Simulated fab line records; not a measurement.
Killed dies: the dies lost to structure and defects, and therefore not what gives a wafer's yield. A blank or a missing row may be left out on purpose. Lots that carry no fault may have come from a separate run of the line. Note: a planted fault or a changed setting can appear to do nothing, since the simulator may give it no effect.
2 desks, one fault | flow berkeley cmos170 | numbers are kept per desk, each desk with only its own; the story behind them comes last

## THE TOOL OWNER'S DESK: implanter-01
The tool's own readings at UCB170_PVT_IMPLANT_07, given as means over the sampled wafers that have a number, one for each lot that went through this tool. A lot is out of limits, marked OUT, if its mean lies more than 4 standard deviations from the usual mean; the brackets give that distance.
Columns: A = beam energy keV at UCB170_PVT_IMPLANT_07, usual 30.001; B = dose ions cm2 at UCB170_PVT_IMPLANT_07, usual 1.9998e+12
lot  | first seen here | A                        | B
L975 | day 6 16:43     | 29.998                   | 1.9990e+12
L979 | day 7 08:52     | 30.010                   | 2.0016e+12
L982 | day 7 21:18     | 24.611 (-99 or more) OUT | 1.9992e+12
L981 | day 7 21:51     | 24.597 (-99 or more) OUT | 1.9998e+12
L996 | day 10 23:09    | 30.012                   | 2.0021e+12
L998 | day 11 06:10    | 30.004                   | 2.0000e+12
Finding of this desk: L981, L982 out of limits; the first was L982 at day 7 21:18, on beam energy keV at UCB170_PVT_IMPLANT_07. L975, L979, L996, L998 stayed within limits.

## THE METROLOGY DESK
What the gauges read, lot by lot, whatever tool the lot ran on: means of the sampled wafers that have a number. A lot is out of limits, marked OUT, if its mean lies more than 4 standard deviations from the usual mean; the brackets give that distance.
Columns: A = ACTIVE_OXIDE_THK at UCB170_ACTIVE_THK_MEAS_03, usual 26.7 nm; B = PVT_TW at UCB170_PVT_TW_MEAS_09, usual 510; C = cd nm at UCB170_GATE_CD_MEAS_12, usual 350.0 nm
lot  | first seen here | A    | B              | C
L975 | day 4 15:08     | 26.2 | 520            | 348.8
L976 | day 4 15:10     | 26.6 | 520            | 351.3
L979 | day 5 07:01     | 27.0 | 511            | 347.5
L980 | day 5 07:01     | 26.7 | 510            | 350.3
L981 | day 5 19:38     | 27.0 | 485            | 349.6
L982 | day 5 19:41     | 26.7 | 469 (-4.9) OUT | 348.8
L988 | day 7 03:25     | 26.2 | 508            | 350.9
L989 | day 7 10:23     | 26.3 | 500            | 352.0
L991 | day 8 02:45     | 26.5 | 512            | 349.5
L992 | day 8 10:52     | 26.8 | 520            | 350.5
L995 | day 8 15:58     | 26.0 | 520            | 349.1
L996 | day 8 22:46     | 26.8 | 513            | 349.8
L997 | day 8 22:46     | 27.1 | 520            | 351.5
L998 | day 9 10:16     | 27.0 | 507            | 349.3
Per this desk, out of limits: L982; the first was L982, day 7 21:32 (PVT_TW at UCB170_PVT_TW_MEAS_09). L975, L976, L979, L980, L981, L988, L989, L991, L992, L995, L996, L997, L998 stayed within limits.

## ALL TOGETHER
On L981, L982, at day 7 21:18, an alarm was possible from the tool owner's desk.
Metrology desk: alarm possible at day 7 21:32 on L982.
The metrology desk holds a record of L981, inside its limits.
Every lot named ran UCB170_PVT_IMPLANT_07 on implanter-01.

## WHAT HAD BEEN PUT IN BY THE SIMULATOR
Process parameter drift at UCB170_PVT_IMPLANT_07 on implanter-01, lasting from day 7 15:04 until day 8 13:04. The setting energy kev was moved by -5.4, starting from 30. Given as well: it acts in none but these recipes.
Struck lots among those shown: L981, L982.
Hours from the fault's start to each desk's first reading out of limits: the tool owner's desk, 6; the metrology desk, 6.
